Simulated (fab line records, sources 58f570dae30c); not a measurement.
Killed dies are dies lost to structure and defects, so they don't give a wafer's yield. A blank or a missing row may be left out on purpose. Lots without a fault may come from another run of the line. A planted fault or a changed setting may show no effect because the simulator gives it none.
fab line records | flow berkeley_cmos170
record lots=24 wafers=72 last_day=12
route steps=331 shown START@1 ACTIVE@66 PFIELD@85 V2@292 M3@330
lots that met no fault: from a run of the same line without faults
start_h: hours from the record's first day to the start of the lot's first wafer shown | wait_h: hours since the lot's step before | " the same as in the row above | L1.1+2: a row that stands for several wafers | - no value, or no start given | * or withheld: withheld | < > ~ a bound
route shown NAME@n: a module of which the file shows steps, and the number in the route of the first | usual: mean/standard deviation of fault-free wafers | same: alike in all rows | chamber/n: place in a boat | sites: the reading at each site | _std_site: their standard deviation | _edge_site: outer sites' mean less inner sites' | radius_mm: how far each site lies from the wafer's centre | mask NAME#n: copy n | behind: the tool/chamber that last shaped the wafer | hold: why the lot was held/for how many hours/how that ended | device: the transistor (n, p or np) that didn't switch | end of line: the same wafers' tests at the end of the route | a step without rows: its recipe alone | killed: dies lost to structure and defects at the first sort, not the wafer's yield | map: a wafer's dies, x killed, . not, _ none there
set.NAME: the setting as run; set.NAME@STEP: as run at that earlier step | model.NAME: the simulator's own value behind a step, which no gauge read
steps of the route over a sample of lots; a table a step, a row a wafer
services: from which hour (start_h, from the record's first day; less than 0 if before it) a tool's chamber was out of use, for how many hours, and why
## steps
# step UCB170_START_BOW_MEAS_00
# recipe mode=bow
# usual INCOMING_BOW=1/6.3
# columns lot.wafer tool chamber start_h wait_h INCOMING_BOW[um]
L074.1 film_metro-02 - 10.00 - 13
L074.2 " - " " 8
L074.3 " - " " 3
L075.2 film_metro-03 - 15.02 - 4
L075.4 " - " " -13
L075.6 " - " " -9
L076.1 film_metro-03 - 20.00 - -8
L076.3 " - " " -16
L076.4 " - " " -4
L077.3 film_metro-02 - 25.04 - -7
L077.4 " - " " -5
L077.6 " - " " -8
L078.1 film_metro-02 - 30.00 - -4
L078.3 " - " " 1
L078.4 " - " " -8
L079.1 film_metro-02 - 35.00 - 6
L079.4 " - " " -3
L079.5 " - " " 10
L080.4 film_metro-02 - 40.06 - 7
L080.5 " - " " -1
L080.6 " - " " 11
L081.1 film_metro-02 - 45.00 - -1
L081.4 " - " " 6
L081.5 " - " " -9
L082.1 film_metro-02 - 50.00 - -5
L082.2 " - " " 7
L082.3 " - " " 1
L083.4 film_metro-01 - 55.06 - 1
L083.5 " - " " 5
L083.6 " - " " -5
L084.1 film_metro-02 - 60.00 - 9
L084.4 " - " " 13
L084.5 " - " " 8
L085.2 film_metro-02 - 65.02 - 6
L085.5 " - " " -6
L085.6 " - " " -3
L086.2 film_metro-01 - 70.02 - -1
L086.3 " - " " -15
L086.4 " - " " 10
L087.2 film_metro-03 - 75.02 - 5
L087.4 " - " " 1
L087.6 " - " " 8
L088.1 film_metro-01 - 80.00 - -9
L088.2 " - " " -4
L088.6 " - " " -3
L089.1 film_metro-02 - 85.00 - -11
L089.2 " - " " 11
L089.5 " - " " 10
L090.1 film_metro-01 - 90.00 - 7
L090.2 " - " " 0
L090.3 " - " " 5
L091.1 film_metro-03 - 95.00 - -2
L091.3 " - " " 2
L091.4 " - " " -2
L092.1 film_metro-03 - 100.00 - 7
L092.3 " - " " -10
L092.6 " - " " 4
L093.1 film_metro-03 - 105.00 - -3
L093.4 " - " " 1
L093.6 " - " " 2
L094.3 film_metro-01 - 110.04 - -5
L094.5 " - " " -5
L094.6 " - " " -1
L095.1 film_metro-02 - 115.00 - 3
L095.4 " - " " 2
L095.6 " - " " -3
L096.2 film_metro-01 - 120.02 - -1
L096.3 " - " " 7
L096.4 " - " " 14
L097.4 film_metro-02 - 125.06 - -4
L097.5 " - " " 10
L097.6 " - " " 2
# step UCB170_ACTIVE_THK_MEAS_06
# recipe reads=Si3N4_of_ACTIVE_CVD_05
# usual ACTIVE_NITRIDE_THK=220.1/2.4
# columns lot.wafer tool chamber start_h wait_h ACTIVE_NITRIDE_THK[nm]
L074.1 film_metro-03 - 75.74 0.1 215.7
L074.2 " - " " 215.9
L074.3 " - " " 216.3
L076.1 film_metro-02 - 87.45 0.0 217.4
L076.3 " - " " 217.0
L076.4 " - " " 216.0
L075.2 film_metro-01 - 87.46 0.0 219.1
L075.4 " - " " 220.7
L075.6 " - " " 220.9
L077.3 film_metro-03 - 87.47 0.0 217.1
L077.4 " - " " 218.4
L077.6 " - " " 220.0
L078.1 film_metro-02 - 97.46 0.0 218.7
L078.3 " - " " 219.0
L078.4 " - " " 218.8
L080.4 film_metro-03 - 97.49 0.0 217.1
L080.5 " - " " 217.4
L080.6 " - " " 217.2
L079.1 film_metro-01 - 107.15 0.0 224.5
L079.4 " - " " 224.4
L079.5 " - " " 224.6
L081.1 film_metro-02 - 107.15 0.0 218.7
L081.4 " - " " 220.4
L081.5 " - " " 219.5
L082.1 film_metro-01 - 116.14 0.0 218.3
L082.2 " - " " 218.6
L082.3 " - " " 218.2
L083.4 film_metro-03 - 116.17 0.0 218.8
L083.5 " - " " 218.9
L083.6 " - " " 220.2
L084.1 film_metro-01 - 123.16 0.0 219.5
L084.4 " - " " 222.6
L084.5 " - " " 222.1
L085.2 film_metro-03 - 125.09 0.0 216.8
L085.5 " - " " 219.6
L085.6 " - " " 219.5
L086.2 film_metro-01 - 125.09 0.0 221.3
L086.3 " - " " 218.2
L086.4 " - " " 220.3
L087.2 film_metro-03 - 141.86 0.0 217.4
L087.4 " - " " 217.6
L087.6 " - " " 219.4
L088.1 film_metro-03 - 152.48 0.0 224.8
L088.2 " - " " 225.8
L088.6 " - " " 225.1
L090.1 film_metro-01 - 152.48 0.0 222.7
L090.2 " - " " 221.9
L090.3 " - " " 223.8
L089.1 film_metro-03 - 152.54 0.1 219.1
L089.2 " - " " 220.1
L089.5 " - " " 220.7
L091.1 film_metro-02 - 159.41 0.0 225.2
L091.3 " - " " 222.8
L091.4 " - " " 222.4
L092.1 film_metro-01 - 159.41 0.0 218.1
L092.3 " - " " 218.3
L092.6 " - " " 220.5
L093.1 film_metro-02 - 175.14 0.0 219.9
L093.4 " - " " 219.0
L093.6 " - " " 219.7
L094.3 film_metro-03 - 175.16 0.0 222.6
L094.5 " - " " 223.2
L094.6 " - " " 223.2
L095.1 film_metro-01 - 183.01 0.0 219.8
L095.4 " - " " 221.5
L095.6 " - " " 219.8
L096.2 film_metro-02 - 188.55 0.0 220.2
L096.3 " - " " 220.2
L096.4 " - " " 221.4
L097.4 film_metro-03 - 194.12 0.0 219.9
L097.5 " - " " 221.1
L097.6 " - " " 219.8
# step UCB170_PFIELD_OVL_MEAS_06
# usual PFIELD_OVL=-1/4.7
# columns lot.wafer tool chamber start_h wait_h PFIELD_OVL[nm]
L074.1 overlay-02 - 79.86 - -6
L074.2 " - " " 1
L074.3 " - " " -5
L075.2 overlay-01 - 90.14 - -5
L075.4 " - " " -7
L075.6 " - " " -7
L077.3 overlay-01 - 90.68 - 7
L077.4 " - " " 1
L077.6 " - " " -2
L076.1 overlay-02 - 90.86 - 1
L076.3 " - " " -1
L076.4 " - " " 1
L078.1 overlay-02 - 101.97 - -13
L078.3 " - " " -9
L078.4 " - " " -8
L080.4 overlay-02 - 102.27 - 3
L080.5 " - " " -2
L080.6 " - " " -4
L079.1 overlay-01 - 109.98 - -1
L079.4 " - " " -6
L079.5 " - " " 3
L081.1 overlay-02 - 110.33 - -3
L081.4 " - " " -3
L081.5 " - " " -1
L082.1 overlay-02 - 119.89 - 4
L082.2 " - " " -6
L082.3 " - " " 2
L083.4 overlay-02 - 120.35 - -5
L083.5 " - " " -6
L083.6 " - " " -3
L084.1 overlay-02 - 129.91 - -4
L084.4 " - " " -3
L084.5 " - " " -3
L086.2 overlay-02 - 131.47 - -6
L086.3 " - " " 7
L086.4 " - " " -3
L085.2 overlay-02 - 131.78 - -2
L085.5 " - " " 5
L085.6 " - " " -5
L087.2 overlay-02 - 144.52 - -8
L087.4 " - " " -7
L087.6 " - " " -12
L088.1 overlay-01 - 155.52 - 6
L088.2 " - " " 7
L088.6 " - " " 3
L090.1 overlay-01 - 155.62 - -6
L090.2 " - " " -11
L090.3 " - " " -4
L089.1 overlay-01 - 155.87 - 2
L089.2 " - " " -5
L089.5 " - " " 3
L091.1 overlay-02 - 162.83 - 4
L091.3 " - " " 2
L091.4 " - " " 1
L092.1 overlay-02 - 163.27 - 5
L092.3 " - " " 6
L092.6 " - " " -2
L094.3 overlay-02 - 180.47 - 0
L094.5 " - " " -1
L094.6 " - " " -7
L093.1 overlay-01 - 180.73 - 0
L093.4 " - " " 2
L093.6 " - " " 5
L095.1 overlay-02 - 187.86 - -4
L095.4 " - " " 2
L095.6 " - " " 3
L096.2 overlay-01 - 191.49 - 4
L096.3 " - " " 1
L096.4 " - " " -3
L097.4 overlay-02 - 198.06 - -2
L097.5 " - " " -9
L097.6 " - " " 3
# step UCB170_V2_CVD_00
# recipe material=SiO2 target_thk_nm=2000 temp_c=390 precursor=TEOS/O2 time_s=250 rf_w=550 pressure_mtorr=9000
# usual heater_power_w=221/43
# same time_s=250
# columns lot.wafer tool chamber start_h wait_h heater_power_w since_wet_clean_h
L074.1 pecvd-04 2 154.04 0.1 208 126
L074.2 " 1 " " 248 126
L074.3 " 0 " " 255 126
L075.2 pecvd-04 0 159.77 0.1 284 131
L075.4 " 0 " " 217 -
L075.6 " 2 " " 156 -
L076.1 pecvd-03 2 160.19 0.1 146 346
L076.3 " 0 " " 225 346
L076.4 " 2 " " 212 -
L077.3 pecvd-01 2 160.46 0.1 209 239
L077.4 " 1 " " 190 -
L077.6 " 2 " " 262 -
L078.1 pecvd-03 2 184.08 0.1 160 370
L078.3 " 1 " " 223 370
L078.4 " 0 " " 160 -
L080.4 pecvd-04 1 184.43 0.1 164 -
L080.5 " 2 " " 156 -
L080.6 " 0 " " 217 -
L079.1 pecvd-03 0 192.95 0.1 205 378
L079.4 " 0 " " 152 -
L079.5 " 1 " " 276 -
L081.1 pecvd-04 2 193.23 0.1 174 165
L081.4 " 0 " " 306 -
L081.5 " 1 " " 171 -
L082.1 pecvd-01 0 196.62 0.1 245 275
L082.2 " 1 " " 203 275
L082.3 " 2 " " 222 275
L083.4 pecvd-03 1 196.92 0.1 200 -
L083.5 " 0 " " 157 -
L083.6 " 2 " " 215 -
L086.2 pecvd-04 0 213.52 0.1 283 185
L086.3 " 1 " " 174 185
L086.4 " 0 " " 216 -
L085.2 pecvd-01 2 214.12 0.1 242 293
L085.5 " 1 " " 193 -
L085.6 " 2 " " 183 -
L084.1 pecvd-03 1 214.36 0.1 216 400
L084.4 " 1 " " 278 -
L084.5 " 0 " " 230 -
L087.2 pecvd-04 0 224.42 0.1 295 196
L087.4 " 1 " " 249 -
L087.6 " 2 " " 154 -
L088.1 pecvd-01 1 232.03 0.1 227 311
L088.2 " 2 " " 203 311
L088.6 " 0 " " 288 -
L089.1 pecvd-03 2 232.59 0.1 195 418
L089.2 " 1 " " 218 418
L089.5 " 1 " " 272 -
L090.1 pecvd-03 2 238.71 0.1 218 424
L090.2 " 1 " " 246 424
L090.3 " 0 " " 229 424
L092.1 pecvd-01 1 243.29 0.1 240 322
L092.3 " 0 " " 292 322
L092.6 " 0 " " 202 -
L091.1 pecvd-04 0 243.35 0.1 254 215
L091.3 " 2 " " 197 215
L091.4 " 1 " " 251 -
L094.3 pecvd-04 0 253.98 0.1 258 226
L094.5 " 1 " " 246 -
L094.6 " 0 " " 312 -
L093.1 pecvd-01 2 254.51 0.1 267 333
L093.4 " 0 " " 207 -
L093.6 " 2 " " 188 -
L096.2 pecvd-03 2 263.04 0.1 180 7
L096.3 " 0 " " 217 7
L096.4 " 0 " " 276 -
L095.1 pecvd-01 2 263.37 0.1 257 342
L095.4 " 1 " " 190 -
L095.6 " 0 " " 202 -
L097.4 pecvd-03 1 275.78 0.1 227 -
L097.5 " 2 " " 148 -
L097.6 " 0 " " 260 -
# step UCB170_V2_CD_MEAS_12
# recipe target_cd_nm=700
# usual cd_nm=700.0/1.2
# columns lot.wafer tool chamber start_h wait_h cd_nm
L074.1 cd_sem-02 - 155.90 - 700.4
L074.2 " - " " 701.1
L074.3 " - " " 700.1
L075.2 cd_sem-02 - 161.80 - 698.3
L075.4 " - " " 697.3
L075.6 " - " " 698.7
L076.1 cd_sem-02 - 162.72 - 699.8
L076.3 " - " " 700.1
L076.4 " - " " 700.7
L077.3 cd_sem-02 - 163.32 - 696.2
L077.4 " - " " 698.2
L077.6 " - " " 699.3
L078.1 cd_sem-01 - 185.92 - 701.6
L078.3 " - " " 701.5
L078.4 " - " " 701.8
L080.4 cd_sem-02 - 186.25 - 698.5
L080.5 " - " " 700.4
L080.6 " - " " 700.6
L079.1 cd_sem-02 - 195.17 - 700.3
L079.4 " - " " 700.4
L079.5 " - " " 700.6
L081.1 cd_sem-01 - 195.89 - 698.0
L081.4 " - " " 697.5
L081.5 " - " " 698.2
L082.1 cd_sem-02 - 198.68 - 702.8
L082.2 " - " " 702.0
L082.3 " - " " 701.6
L083.4 cd_sem-02 - 198.87 - 700.2
L083.5 " - " " 700.5
L083.6 " - " " 699.8
L086.2 cd_sem-01 - 215.37 - 699.6
L086.3 " - " " 699.9
L086.4 " - " " 699.8
L085.2 cd_sem-01 - 215.97 - 699.6
L085.5 " - " " 700.5
L085.6 " - " " 700.1
L084.1 cd_sem-02 - 216.25 - 701.6
L084.4 " - " " 701.0
L084.5 " - " " 699.2
L087.2 cd_sem-02 - 226.27 - 698.7
L087.4 " - " " 698.3
L087.6 " - " " 699.5
L088.1 cd_sem-01 - 234.54 - 700.8
L088.2 " - " " 700.6
L088.6 " - " " 701.7
L089.1 cd_sem-02 - 234.82 - 700.1
L089.2 " - " " 701.2
L089.5 " - " " 701.3
L090.1 cd_sem-01 - 240.72 - 701.4
L090.2 " - " " 701.0
L090.3 " - " " 702.5
L092.1 cd_sem-01 - 245.14 - 698.9
L092.3 " - " " 700.2
L092.6 " - " " 698.6
L091.1 cd_sem-02 - 245.43 - 700.1
L091.3 " - " " 700.2
L091.4 " - " " 700.3
L094.3 cd_sem-01 - 257.28 - 697.7
L094.5 " - " " 697.8
L094.6 " - " " 698.3
L093.1 cd_sem-02 - 257.45 - 700.2
L093.4 " - " " 700.1
L093.6 " - " " 700.0
L096.2 cd_sem-01 - 264.89 - 700.7
L096.3 " - " " 700.8
L096.4 " - " " 701.0
L095.1 cd_sem-01 - 265.24 - 698.7
L095.4 " - " " 699.5
L095.6 " - " " 699.5
L097.4 cd_sem-02 - 277.80 - 699.2
L097.5 " - " " 699.6
L097.6 " - " " 700.7
# step UCB170_M3_BOW_MEAS_20
# recipe mode=bow
# usual M3_BOW=35/6.9
# columns lot.wafer tool chamber start_h wait_h M3_BOW[um]
L074.1 film_metro-01 - 159.15 0.1 45
L074.2 " - " " 41
L074.3 " - " " 36
L075.2 film_metro-02 - 166.34 0.1 36
L075.4 " - " " 21
L075.6 " - " " 24
L076.1 film_metro-02 - 166.87 0.1 31
L076.3 " - " " 24
L076.4 " - " " 34
L077.3 film_metro-02 - 167.24 0.1 29
L077.4 " - " " 29
L077.6 " - " " 27
L078.1 film_metro-02 - 189.73 0.1 29
L078.3 " - " " 33
L078.4 " - " " 25
L080.4 film_metro-03 - 190.03 0.1 44
L080.5 " - " " 35
L080.6 " - " " 46
L079.1 film_metro-01 - 198.92 0.1 42
L079.4 " - " " 33
L079.5 " - " " 46
L081.1 film_metro-01 - 199.58 0.1 38
L081.4 " - " " 44
L081.5 " - " " 30
L082.1 film_metro-02 - 203.15 0.1 29
L082.2 " - " " 41
L082.3 " - " " 35
L083.4 film_metro-03 - 203.51 0.1 33
L083.5 " - " " 37
L083.6 " - " " 27
L086.2 film_metro-01 - 219.57 0.1 30
L086.3 " - " " 16
L086.4 " - " " 40
L085.2 film_metro-03 - 219.93 0.1 44
L085.5 " - " " 35
L085.6 " - " " 37
L084.1 film_metro-03 - 220.19 0.1 42
L084.4 " - " " 45
L084.5 " - " " 39
L087.2 film_metro-03 - 229.46 0.1 35
L087.4 " - " " 32
L087.6 " - " " 39
L088.1 film_metro-01 - 238.35 0.1 21
L088.2 " - " " 25
L088.6 " - " " 25
L089.1 film_metro-02 - 238.59 0.1 25
L089.2 " - " " 46
L089.5 " - " " 45
L090.1 film_metro-01 - 244.11 0.1 43
L090.2 " - " " 37
L090.3 " - " " 42
L092.1 film_metro-01 - 248.71 0.1 36
L092.3 " - " " 19
L092.6 " - " " 34
L091.1 film_metro-03 - 248.76 0.1 31
L091.3 " - " " 36
L091.4 " - " " 30
L094.3 film_metro-01 - 261.07 0.1 25
L094.5 " - " " 25
L094.6 " - " " 29
L093.1 film_metro-02 - 261.39 0.1 31
L093.4 " - " " 35
L093.6 " - " " 35
L096.2 film_metro-01 - 268.52 0.1 30
L096.3 " - " " 38
L096.4 " - " " 45
L095.1 film_metro-01 - 268.62 0.1 38
L095.4 " - " " 35
L095.6 " - " " 31
L097.4 film_metro-03 - 280.99 0.1 34
L097.5 " - " " 48
L097.6 " - " " 40
## services
# columns tool chamber start_h hours kind
pecvd-03 - 140.26 0.9 repair
pecvd-03 1 162.70 6.2 repair
pecvd-03 - 212.50 0.8 repair
pecvd-04 - 227.35 5.5 pm
pecvd-03 - 242.50 14.0 pm
pecvd-03 0 242.50 14.0 vent_cycle
pecvd-03 1 242.50 14.0 vent_cycle
pecvd-03 2 242.50 14.0 vent_cycle
pecvd-03 0 256.50 - clean
pecvd-03 1 256.50 - clean
pecvd-03 2 256.50 - clean
pecvd-04 - 273.90 2.8 pm
## key
fault none
